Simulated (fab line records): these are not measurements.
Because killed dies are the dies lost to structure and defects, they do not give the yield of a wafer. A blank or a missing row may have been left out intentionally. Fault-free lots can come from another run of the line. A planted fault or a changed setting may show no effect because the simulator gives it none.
Check of tool commonality    flow rit-cmos    Lots sampled 13, wafers sampled 39

REASON FOR OPENING
Flagged at RIT_ACTIVE_CD_MEAS_11: reading cd-nm, on 1 of 13 lots. No-fault wafers: 1400.2 nm, standard deviation 2.
Rule: a lot is flagged when every wafer of it that has a number lies more than 4 standard deviations from that mean, or none has a number. All remaining lots are regarded as sound.

lot   measured     on         cd-nm (nm), wafer by wafer  flag
L387  day 1 15:09  cd-sem-01  1399.6 1399.8 1401.7        
L388  day 1 19:40  cd-sem-01  1397.7 1397.9 1399.9        
L389  day 2 02:26  cd-sem-01  1400.9 1401.8 1401.1        
L391  day 2 10:32  cd-sem-02  1400.5 1401.7 1401.1        
L392  day 2 15:38  cd-sem-01  1402.1 1398.9 1399.6        
L394  day 3 01:26  cd-sem-01  1400.8 1404.0 1403.7        
L395  day 3 09:39  cd-sem-01  1400.8 1400.3 1397.9        
L396  day 3 15:16  cd-sem-01  1397.4 1398.5 1395.3        
L397  day 3 16:49  cd-sem-01  1400.6 1399.7 1400.4        
L398  day 3 21:59  cd-sem-01  1396.0 1397.1 1400.2        
L400  day 4 09:32  cd-sem-01  1401.2 1399.0 1398.4        
L402  day 4 17:53  cd-sem-01  1401.1 1401.1 1400.7        
L407  day 5 19:25  cd-sem-01  1377.6 1371.8 1389.9        FLAGGED
The numbers of the flagged lots are 1379.8 nm on average: -20.4 nm against the usual, or -10 standard deviations.

WHICH TOOL EACH LOT WENT THROUGH
The record keeps 1 process step preceding the reading, out of 202 steps on the route. Cell contents, in order: the tool; ch with the chambers the sampled wafers went through; the start.
lot   flag     RIT_ACTIVE_EXPOSE_08
L387           iline-stepper-01 ch 0, day 1 14:45
L388           iline-stepper-01 ch 0, day 1 19:16
L389           iline-stepper-02 ch 0, day 2 02:02
L391           iline-stepper-02 ch 0, day 2 10:08
L392           iline-stepper-02 ch 0, day 2 15:14
L394           iline-stepper-02 ch 0, day 3 01:02
L395           iline-stepper-01 ch 0, day 3 09:15
L396           iline-stepper-01 ch 0, day 3 14:52
L397           iline-stepper-02 ch 0, day 3 16:25
L398           iline-stepper-02 ch 0, day 3 21:35
L400           iline-stepper-02 ch 0, day 4 09:04
L402           iline-stepper-01 ch 0, day 4 17:29
L407  FLAGGED  iline-stepper-01 ch 0, day 5 19:01
What is done by these steps:
- RIT_ACTIVE_EXPOSE_08: exposes mask M1, target cd 1400 nm.
- RIT_ACTIVE_CD_MEAS_11: target cd 1400 nm.

FLAGGED AGAINST TOTAL, ONE TOOL AT A TIME (gauges that did the reading follow at the end)
step                   tool              lots run  flagged  share of the flagged lots  sound lots run after its first flagged lot
RIT_ACTIVE_EXPOSE_08   iline-stepper-01  6         1        all                        0
RIT_ACTIVE_EXPOSE_08   iline-stepper-02  7         0        none                       -
RIT_ACTIVE_CD_MEAS_11  cd-sem-01         12        1        all                        0
RIT_ACTIVE_CD_MEAS_11  cd-sem-02         1         0        none                       -

THE TABLE: WHAT IT ALLOWS
Table rows that saw every flagged lot: 2, namely iline-stepper-01 at RIT_ACTIVE_EXPOSE_08 and cd-sem-01 at RIT_ACTIVE_CD_MEAS_11.
- iline-stepper-01 at RIT_ACTIVE_EXPOSE_08 ran 6 lots, 1 of them flagged. It ran its last sound lot, L402, at day 4 17:29 and its first flagged lot, L407, at day 5 19:01: a fault with its onset between the two fits. Its own readings lie more than 4 standard deviations out on every wafer of the flagged lots: exposure-dose-mJ-cm2.
- cd-sem-01 at RIT_ACTIVE_CD_MEAS_11 ran 12 lots, 1 of them flagged. It ran its last sound lot, L402, at day 4 17:53 and its first flagged lot, L407, at day 5 19:25: a fault with its onset between the two fits.
Counting lots can't tell these 2 tools apart, because each fits a fault that began at some hour. More lots, or a look at what each step does to the wafer, might.

WHAT THE SIMULATOR HAD PUT IN
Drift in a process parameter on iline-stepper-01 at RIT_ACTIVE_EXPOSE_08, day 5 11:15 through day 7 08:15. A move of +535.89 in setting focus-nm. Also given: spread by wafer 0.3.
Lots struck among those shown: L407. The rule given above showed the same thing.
